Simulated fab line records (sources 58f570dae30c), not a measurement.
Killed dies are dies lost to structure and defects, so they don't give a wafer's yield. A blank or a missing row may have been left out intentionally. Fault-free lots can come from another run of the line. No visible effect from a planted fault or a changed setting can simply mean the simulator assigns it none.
Matching of chambers | flow berkeley cmos170 | UCB170_V2_CMP_02 on cmp-01: 4 sister chambers
The step polishes SiO2. 8 wafers are shown with their chamber, then 7 later ones without.

WAFERS, EACH WITH ITS CHAMBER
wafer  | chamber | motor current A (A) | slurry filter dp kPa (kPa)
L351.2 | 2       | 17.4                | 13.38
L351.6 | 3       | 16.0                | 13.70
L352.5 | 1       | 15.7                | 13.23
L353.1 | 3       | 16.4                | 13.66
L353.2 | 0       | 16.3                | 13.38
L353.5 | 2       | 17.7                | 13.44
L369.3 | 1       | 16.1                | 13.65
L369.4 | 0       | 16.3                | 13.69

WAFERS MISSING THEIR CHAMBER
wafer  | motor current A (A) | slurry filter dp kPa (kPa)
L369.6 | 16.1                | 13.85
L368.1 | 15.9                | 13.41
L368.3 | 17.2                | 13.43
L368.6 | 17.5                | 13.43
L370.1 | 16.9                | 13.37
L370.3 | 16.1                | 13.46
L370.5 | 16.0                | 13.35

WHICH CHAMBER EACH ONE RAN IN
wafer  | from the rows above               | in truth
L369.6 | can't be placed: 3 or 0 or 1      | 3
L368.1 | can't be placed: 1 or 0 or 3      | 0
L368.3 | 2                                 | 2
L368.6 | 2                                 | 2
L370.1 | can't be placed: 0 or 2 or 3 or 1 | 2
L370.3 | can't be placed: 1 or 0 or 3      | 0
L370.5 | can't be placed: 1 or 0 or 3      | 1
Placed correctly: 2 of 7. Not placeable from these rows: 5 (in 5, the candidates include the true chamber). 0 placed wrongly.
How it was worked out, from the rows above alone: a wafer's distance from a chamber is the root of the sum, over the readings, of the square of ((its reading less the chamber's mean) divided by the reading's scatter). If the next closest chamber is less than 2 further off than the closest, the wafer can't be placed; otherwise it belongs to the closest. A chamber's mean is the mean of its shown wafers. The scatter: take each reading less its chamber's mean, square it, sum over the shown wafers, divide by the number of wafers less the number of chambers, and take the root.
